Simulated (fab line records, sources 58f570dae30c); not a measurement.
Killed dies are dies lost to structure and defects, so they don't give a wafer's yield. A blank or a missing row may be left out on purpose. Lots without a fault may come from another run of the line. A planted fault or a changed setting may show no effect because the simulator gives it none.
A sampling plan put to the test | flow berkeley_cmos170 | one fab line, 18 faults that these records tell of, each judged on the records of the lots that it struck
The plan is the line's own looks: the steps of the route at which a gauge or an inspection reads the wafer and doesn't change it. A look can be judged if struck wafers have a number there and the file gives its usual mean and standard deviation on fault-free wafers. Caught: at a look after the fault's first step, the mean of the struck wafers lies 4 or more of those standard deviations (sigma) from the usual mean. On the tool: the same test on the tool's own readings at the fault's steps. Another recipe on the struck wafers, or a record that is blank for them alone, also counts as caught.

THE FAULTS, as the simulator had put them in
1. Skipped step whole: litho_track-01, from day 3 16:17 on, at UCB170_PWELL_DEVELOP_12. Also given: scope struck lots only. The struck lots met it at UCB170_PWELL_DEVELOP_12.
2. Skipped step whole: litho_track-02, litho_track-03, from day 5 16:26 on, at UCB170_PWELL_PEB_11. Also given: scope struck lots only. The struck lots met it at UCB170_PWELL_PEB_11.
3. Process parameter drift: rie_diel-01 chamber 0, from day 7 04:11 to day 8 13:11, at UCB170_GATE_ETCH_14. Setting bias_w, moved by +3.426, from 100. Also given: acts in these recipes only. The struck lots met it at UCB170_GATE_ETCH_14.
4. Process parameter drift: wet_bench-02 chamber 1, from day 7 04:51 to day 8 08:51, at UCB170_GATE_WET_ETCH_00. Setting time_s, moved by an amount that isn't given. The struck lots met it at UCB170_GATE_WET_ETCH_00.
5. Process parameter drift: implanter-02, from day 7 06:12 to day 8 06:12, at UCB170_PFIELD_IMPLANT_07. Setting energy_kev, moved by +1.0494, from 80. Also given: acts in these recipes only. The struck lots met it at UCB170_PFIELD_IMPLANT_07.
6. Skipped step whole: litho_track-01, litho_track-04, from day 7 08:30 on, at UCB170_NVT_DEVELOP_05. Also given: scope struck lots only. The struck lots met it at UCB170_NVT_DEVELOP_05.
7. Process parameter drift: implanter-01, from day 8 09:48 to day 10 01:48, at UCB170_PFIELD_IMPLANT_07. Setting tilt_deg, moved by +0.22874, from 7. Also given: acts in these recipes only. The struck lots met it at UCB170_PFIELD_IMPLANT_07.
8. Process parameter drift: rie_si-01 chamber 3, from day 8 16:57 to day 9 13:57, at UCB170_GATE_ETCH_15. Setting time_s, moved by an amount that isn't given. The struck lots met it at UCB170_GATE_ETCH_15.
9. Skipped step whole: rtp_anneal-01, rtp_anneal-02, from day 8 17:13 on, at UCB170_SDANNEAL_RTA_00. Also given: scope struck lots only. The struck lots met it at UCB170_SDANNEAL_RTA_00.
10. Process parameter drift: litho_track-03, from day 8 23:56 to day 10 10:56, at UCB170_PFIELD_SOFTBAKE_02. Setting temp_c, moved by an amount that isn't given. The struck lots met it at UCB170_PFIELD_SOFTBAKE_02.
11. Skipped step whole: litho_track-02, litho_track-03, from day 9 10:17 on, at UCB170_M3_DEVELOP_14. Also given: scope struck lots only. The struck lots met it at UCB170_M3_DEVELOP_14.
12. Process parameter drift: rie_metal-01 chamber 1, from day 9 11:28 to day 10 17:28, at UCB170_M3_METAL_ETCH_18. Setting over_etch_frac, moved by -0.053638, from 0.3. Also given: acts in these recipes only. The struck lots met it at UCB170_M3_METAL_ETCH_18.
13. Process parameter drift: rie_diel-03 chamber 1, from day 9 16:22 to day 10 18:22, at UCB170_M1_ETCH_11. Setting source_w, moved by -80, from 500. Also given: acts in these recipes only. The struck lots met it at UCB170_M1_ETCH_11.
14. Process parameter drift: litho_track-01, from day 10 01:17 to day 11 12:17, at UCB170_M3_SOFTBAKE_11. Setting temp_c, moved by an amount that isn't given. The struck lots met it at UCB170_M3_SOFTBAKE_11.
15. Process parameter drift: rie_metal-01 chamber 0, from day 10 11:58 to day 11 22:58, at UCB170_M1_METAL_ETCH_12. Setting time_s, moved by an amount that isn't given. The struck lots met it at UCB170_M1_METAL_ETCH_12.
16. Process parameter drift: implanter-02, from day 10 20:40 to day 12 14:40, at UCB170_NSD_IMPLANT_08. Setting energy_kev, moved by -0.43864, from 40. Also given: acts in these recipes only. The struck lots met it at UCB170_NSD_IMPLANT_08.
17. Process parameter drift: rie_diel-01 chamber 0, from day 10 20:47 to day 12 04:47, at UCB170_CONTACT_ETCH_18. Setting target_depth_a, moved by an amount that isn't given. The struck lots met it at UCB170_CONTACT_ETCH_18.
18. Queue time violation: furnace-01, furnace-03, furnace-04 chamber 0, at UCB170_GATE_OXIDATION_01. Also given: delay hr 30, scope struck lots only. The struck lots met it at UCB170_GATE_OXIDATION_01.

WHAT THE PLAN SAW
fault | on the tool itself                               | first look that catches it                      | reading, sigma | median hours from its first step to that look | hours from the fault's start to the first struck lot there | judged looks passed uncaught
1     | the tool's record is blank for the struck wafers | no look after it can be judged                  | -              | -                                             | -                                                          | 0
2     | the tool's record is blank for the struck wafers | no look after it can be judged                  | -              | -                                             | -                                                          | 0
3     | bias_w +12 sigma                                 | no look after it can be judged                  | -              | -                                             | -                                                          | 0
4     | run_length_s -16 sigma                           | not the one look that can be judged after it    | -              | -                                             | -                                                          | 1
5     | beam_energy_keV +44 sigma                        | not the one look that can be judged after it    | -              | -                                             | -                                                          | 1
6     | the tool's record is blank for the struck wafers | no look after it can be judged                  | -              | -                                             | -                                                          | 0
7     | tilt_deg +10 sigma                               | not the one look that can be judged after it    | -              | -                                             | -                                                          | 1
8     | run_length_s +5.9 sigma                          | no look after it can be judged                  | -              | -                                             | -                                                          | 0
9     | the tool's record is blank for the struck wafers | no look after it can be judged                  | -              | -                                             | -                                                          | 0
10    | heater_power_total_W +37 sigma                   | no look after it can be judged                  | -              | -                                             | -                                                          | 0
11    | the tool's record is blank for the struck wafers | no look after it can be judged                  | -              | -                                             | -                                                          | 0
12    | under 2 sigma                                    | not the one look that can be judged after it    | -              | -                                             | -                                                          | 1
13    | rf_fwd_power_W -35 sigma                         | not the one look that can be judged after it    | -              | -                                             | -                                                          | 1
14    | heater_power_total_W +99 or beyond sigma         | UCB170_M3_CD_MEAS_15                            | cd_nm -23      | 1.4                                           | 6                                                          | 0
15    | run_length_s -22 sigma                           | not the one look that can be judged after it    | -              | -                                             | -                                                          | 1
16    | beam_energy_keV -35 sigma                        | none of the 2 looks that can be judged after it | -              | -                                             | -                                                          | 2
17    | only faintly: oes_product_au -3.8 sigma          | no look after it can be judged                  | -              | -                                             | -                                                          | 0
18    | under 2 sigma                                    | no look after it can be judged                  | -              | -                                             | -                                                          | 0
A dash: the fault isn't caught, or these records don't give the number.

Caught at a look: 1 of 18. Caught on the tool: 15 of 18. By one or the other: 15 of 18.
Caught on the tool alone: faults 1, 2, 3, 4, 5, 6, 7, 8, 9, 10, 11, 13, 15, 16.
Caught by neither: faults 12, 17, 18.

THINNER SAMPLING
If the look that catches a fault measured only every second or every third lot, by lot number, the first struck lot would be measured this late in the worst case:
fault | struck lots at that look, in order of time | every lot | every second lot | every third lot
14    | L352, L350, L353                           | 6 h       | 16 h             | may miss all 3
Hours are from the fault's start to the first struck lot that is measured. The limit of 4 sigma was tested on all struck wafers together, so one lot alone may lie under it. Other struck lots may not be in these records.

THE LONGEST TIMED WAY FROM STEP TO LOOK
Fault 14: a median of 1.4 hours passes between UCB170_M3_SOFTBAKE_11 and UCB170_M3_CD_MEAS_15. No look between them can be judged.
